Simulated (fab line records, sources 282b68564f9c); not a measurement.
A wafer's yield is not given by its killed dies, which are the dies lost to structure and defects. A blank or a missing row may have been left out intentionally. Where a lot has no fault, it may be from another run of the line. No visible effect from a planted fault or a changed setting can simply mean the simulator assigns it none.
Struck lot and sound lot, side by side | flow rit-cmos | 44 steps out of a route of 202
Sound: these wafers, L967.2, L967.4, L967.5. The struck wafers were L978.2, L978.4, L978.5. The cause is given at the end.
For every step that has rows: the tool of each side, followed by ch and its chambers, followed by its first start. Under that, the readings that differ: sound wafers | struck wafers | difference of the means | sigmas: that difference in standard deviations of wafers without a fault.
alike: words and numbers the same on both sides, and readings whose means are apart by under 2 such deviations; not compared: readings that were withheld, readings missing a value for some wafer, numbers with overlapping values and no deviation given by the record, and bounds like >300 which may hide the same value.
Wherever a step has rows on one side only, a row that says differs or no value, or a row with sigmas, the two part there. Numbers that don't overlap but have no deviation are shown without sigmas and don't part them. Lack of a reading on every wafer of one side parts them only where that side has two or more wafers.

first, 4 steps without rows for these wafers: RIT_PLDD_SOFTBAKE_02 (time 60 s); RIT_PLDD_EXPOSE_03 (exposes mask M8, target cd 40900 nm); RIT_PLDD_PEB_04; RIT_PLDD_DEVELOP_05 (develop time 50 s).
RIT_PLDD_OVL_MEAS_06:
  sound on overlay-02 at day 4 01:25; struck on overlay-01 at day 6 04:38
  alike: PLDD_OVL
then, 2 steps without rows for these wafers: RIT_PLDD_HARDBAKE_07 (time 60 s); RIT_PLDD_IMPLANT_08.
RIT_PLDD_STRIP_09: strips in O2, time 180 s.
  sound on plasma-asher-01 ch 1, day 4 01:44; struck on plasma-asher-03 ch 0, day 6 04:58
  alike: drypump-motor-current-A
  not compared: rf-hours-counter-h
RIT_PLDD_TW_MEAS_10:
  sound on film-metro-02 at day 4 01:55; struck on film-metro-03 at day 6 05:10
  alike: PLDD_TW
then, 3 steps without rows for these wafers: RIT_SPACER_CLEAN_00 (cleans in SC1, time 600 s); RIT_SPACER_CLEAN_01 (cleans in dHF, time 30 s); RIT_SPACER_CLEAN_02 (cleans in SC2, time 600 s).
RIT_SPACER_CVD_03: deposits Si3N4 from SiH2Cl2/NH3, target thk 250 nm, time 3300 s.
  sound on lpcvd-02 ch 1, day 4 03:25; struck on lpcvd-01 ch 0, day 6 05:37
  reading                                  | sound             | struck            | difference | sigmas
  model.Si3N4_of_SPACER_CVD_03.thk-nm (nm) | 252.9 251.5 251.1 | 226.3 227.4 228.2 | -24.5      |
RIT_SPACER_THK_MEAS_04:
  sound on film-metro-01 at day 4 05:20; struck on film-metro-03 at day 6 07:32
  reading                 | sound             | struck            | difference | sigmas
  SPACER_NITRIDE_THK (nm) | 252.9 251.4 250.9 | 226.3 227.6 228.1 | -24.4      | -11
RIT_SPACER_ETCHBACK_05: etches Si3N4 in SF6/CHF3, stops on SiO2, target depth 250 nm, time 240 s.
  sound on rie-diel-03 ch 0,2, day 4 05:23; struck on rie-diel-04 ch 0,2,3, day 6 07:35
  reading                  | sound             | struck            | difference | sigmas
  oes-product-au (a.u.)    | 0.857 0.846 0.848 | 0.790 0.770 0.793 | -0.066     | -5
  model.etch.depth-nm (nm) | 252.9 251.5 251.1 | 226.3 227.4 228.2 | -24.5      |
  alike: drypump-motor-current-A, throttle-valve-pct
  not compared: rf-hours-counter-h
then, 6 steps without rows for these wafers: RIT_NSD_HMDS_00 (prime time 60 s); RIT_NSD_COAT_01 (resist thk 1000 nm); RIT_NSD_SOFTBAKE_02 (time 60 s); RIT_NSD_EXPOSE_03 (exposes mask M9, target cd 40700 nm); RIT_NSD_PEB_04; RIT_NSD_DEVELOP_05 (develop time 50 s).
RIT_NSD_OVL_MEAS_06:
  sound on overlay-01 at day 4 06:23; struck on overlay-02 at day 6 08:43
  alike: NSD_OVL
then, 2 steps without rows for these wafers: RIT_NSD_HARDBAKE_07 (time 60 s); RIT_NSD_IMPLANT_08.
RIT_NSD_STRIP_09: strips in O2, time 180 s.
  sound on plasma-asher-03 ch 0,1, day 4 06:43; struck on plasma-asher-04 ch 0,1, day 6 09:03
  alike: drypump-motor-current-A
  not compared: rf-hours-counter-h
RIT_NSD_TW_MEAS_10:
  sound on film-metro-02 at day 4 06:54; struck on film-metro-03 at day 6 09:14
  alike: NSD_TW
then, 6 steps without rows for these wafers: RIT_PSD_HMDS_00 (prime time 60 s); RIT_PSD_COAT_01 (resist thk 1000 nm); RIT_PSD_SOFTBAKE_02 (time 60 s); RIT_PSD_EXPOSE_03 (exposes mask M10, target cd 40900 nm); RIT_PSD_PEB_04; RIT_PSD_DEVELOP_05 (develop time 50 s).
RIT_PSD_OVL_MEAS_06:
  sound on overlay-02 at day 4 07:49; struck on overlay-02 at day 6 10:16
  alike: PSD_OVL
then, 2 steps without rows for these wafers: RIT_PSD_HARDBAKE_07 (time 60 s); RIT_PSD_IMPLANT_08.
RIT_PSD_STRIP_09: strips in O2, time 180 s.
  sound on plasma-asher-04 ch 0, day 4 08:08; struck on plasma-asher-02 ch 0,1, day 6 10:35
  alike: drypump-motor-current-A
  not compared: rf-hours-counter-h
RIT_PSD_TW_MEAS_10:
  sound on film-metro-04 at day 4 08:20; struck on film-metro-02 at day 6 10:47
  alike: PSD_TW
then, 3 steps without rows for these wafers: RIT_SDANNEAL_CLEAN_00 (cleans in SC1, time 600 s); RIT_SDANNEAL_CLEAN_01 (cleans in dHF, time 30 s); RIT_SDANNEAL_CLEAN_02 (cleans in SC2, time 600 s).
RIT_SDANNEAL_RTA_03: time 5 s.
  sound on rtp-anneal-02 ch 0, day 4 08:45; struck on rtp-anneal-01 ch 0, day 6 11:13
  alike: anneal-temp-c-max, wafer_temp_C_max
RIT_SDANNEAL_RS_MEAS_04: uses a four-point probe to measure.
  sound on film-metro-03 at day 4 08:49; struck on film-metro-04 at day 6 11:16
  alike: PSD_RS
RIT_SILICIDE_WET_ETCH_00: etches SiO2 in BOE, target depth 14 nm, time 15 s.
  sound on wet-bench-01 ch 0, day 4 09:17; struck on wet-bench-04 ch 3, day 6 11:44
  reading                                  | sound           | struck            | difference | sigmas
  model.Si3N4_of_SPACER_CVD_03.thk-nm (nm) | 194.9 196 195.7 | 175.9 175.9 177.5 | -19.1      |
RIT_M1_PROBE_99:
  sound on prober-01 at day 4 16:16; struck on prober-02 at day 6 18:52
  reading                                | sound             | struck            | difference | sigmas
  killed-at-contacts                     | 0 0 0             | 0 0 1             | +0         | +2
  model.etest.pplus-sal.width-nm (nm)    | 3462 3435 3454    | 3496 3501 3483    | +43        |
  model.etest.nplus-sal.width-nm (nm)    | 3460 3446 3456    | 3496 3518 3477    | +43        |
  model.etest.pwell-pinched.rs-ohm-sq    | 466.5 461.1 464   | 472.4 487.6 478.5 | +15.6      |
  model.etest.nwell-pinched.rs-ohm-sq    | 338.6 332.3 332.3 | 349 353 347.3     | +15        |
  model.etest.diode-pplus-nwell.bv-v (V) | 6.591 6.526 6.508 | 6.74 6.724 6.685  | +0.17      |
  model.etest.nmos_0p15.tox-inv-nm (nm)  | 4.41 4.377 4.429  | 4.29 4.237 4.333  | -0.12      |
  alike: killed_at_M0_to_M3, killed-at-front-end, killed-dies, killed-open, killed-short
  not compared: model.etest.nmos_0p15.r-on-ohm-um, model.etest.nmos_0p3.r-on-ohm-um

WHERE THEY PART
Last at RIT_M1_PROBE_99 as far as this record goes, first at RIT_SPACER_THK_MEAS_04.

WHY: what the simulator had put in
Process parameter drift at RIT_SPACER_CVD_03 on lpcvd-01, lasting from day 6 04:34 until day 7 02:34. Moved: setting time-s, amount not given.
